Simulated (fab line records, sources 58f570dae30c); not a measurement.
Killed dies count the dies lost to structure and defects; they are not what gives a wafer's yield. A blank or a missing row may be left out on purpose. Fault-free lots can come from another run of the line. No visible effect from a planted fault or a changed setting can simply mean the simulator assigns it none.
2 desks looking at one fault / flow berkeleyCmos170 / only its own numbers are on each desk; what lay behind them is given at the end

## DESK OF THE TOOL OWNER: lithoTrack-04
The tool's own readings at UCB170_NWELL_DEVELOP_11 (develop time 45 s): means of the sampled wafers that have a number, for each lot that ran on this tool. Any lot whose mean is over 4 standard deviations away from the usual mean is out of limits and marked OUT; that distance is given in the brackets.
Columns: A = exhaustPa at UCB170_NWELL_DEVELOP_11, usual 45.0 Pa
lot=L836; first seen here=day 2 16:00; A=44.4
lot=L837; first seen here=day 3 03:00; A=44.6
lot=L840; first seen here=day 3 14:00; A=45.2
lot=L841; first seen here=day 3 20:00; A=44.9
lot=L851; first seen here=day 5 20:00; A=45.4
lot=L853; first seen here=day 6 08:00; A=45.7
lot=L855; first seen here=day 6 15:00; A=45.1
Finding of this desk: none of the 7 lots has anything out of limits.

## AT THE METROLOGY DESK
What the gauges read for every lot (on any tool): the sampled wafers with a number, averaged. Any lot whose mean is over 4 standard deviations away from the usual mean is out of limits and marked OUT; that distance is given in the brackets.
Columns: A = INCOMING_BOW at UCB170_START_BOW_MEAS_00, usual 0 um; B = NWELL_TW at UCB170_NWELL_TW_MEAS_16, usual 1262; C = PFIELD_TW at UCB170_PFIELD_TW_MEAS_09, usual 610
lot=L836; first seen here=day 1 15:00; A=7; B=1249; C=605
lot=L837; first seen here=day 1 20:01; A=1; B=1280; C=603
lot=L838; first seen here=day 2 01:02; A=0; B=1279; C=617
lot=L840; first seen here=day 2 11:00; A=-1; B=1245; C=616
lot=L841; first seen here=day 2 16:01; A=6; B=1255; C=603
lot=L844; first seen here=day 3 07:00; A=5; B=1252; C=613
lot=L845; first seen here=day 3 12:01; A=3; B=1279; C=600
lot=L848; first seen here=day 4 03:02; A=1; B=1251; C=614
lot=L851; first seen here=day 4 18:00; A=3; B=1251; C=599
lot=L853; first seen here=day 5 04:04; A=-2; B=402 (-57) OUT; C=-
lot=L855; first seen here=day 5 14:00; A=3; B=416 (-56) OUT; C=-
lot=L856; first seen here=day 5 19:00; A=-4; B=1245; C=615
lot=L857; first seen here=day 6 00:01; A=3; B=1280; C=615
lot=L858; first seen here=day 6 05:01; A=-5; B=1256; C=605
This desk's result: L853, L855 out of limits, first on L853 (NWELL_TW at UCB170_NWELL_TW_MEAS_16), day 6 08:49. L836, L837, L838, L840, L841, L844, L845, L848, L851, L856, L857, L858 stayed within limits.

## TAKEN TOGETHER
The metrology desk could have raised an alarm at day 6 08:49, on L853, L855.
The desk of the tool owner found nothing out of limits.
On record at the tool owner's desk: L853, L855, within its limits.
All the named lots went through UCB170_NWELL_DEVELOP_11 on lithoTrack-04.

## WHAT WAS PUT IN BY THE SIMULATOR
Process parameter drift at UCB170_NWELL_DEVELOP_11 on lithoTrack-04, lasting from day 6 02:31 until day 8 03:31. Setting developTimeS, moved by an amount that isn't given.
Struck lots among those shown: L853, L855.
Delay in hours, fault start to first out-of-limits reading, per desk: metrology desk 6.
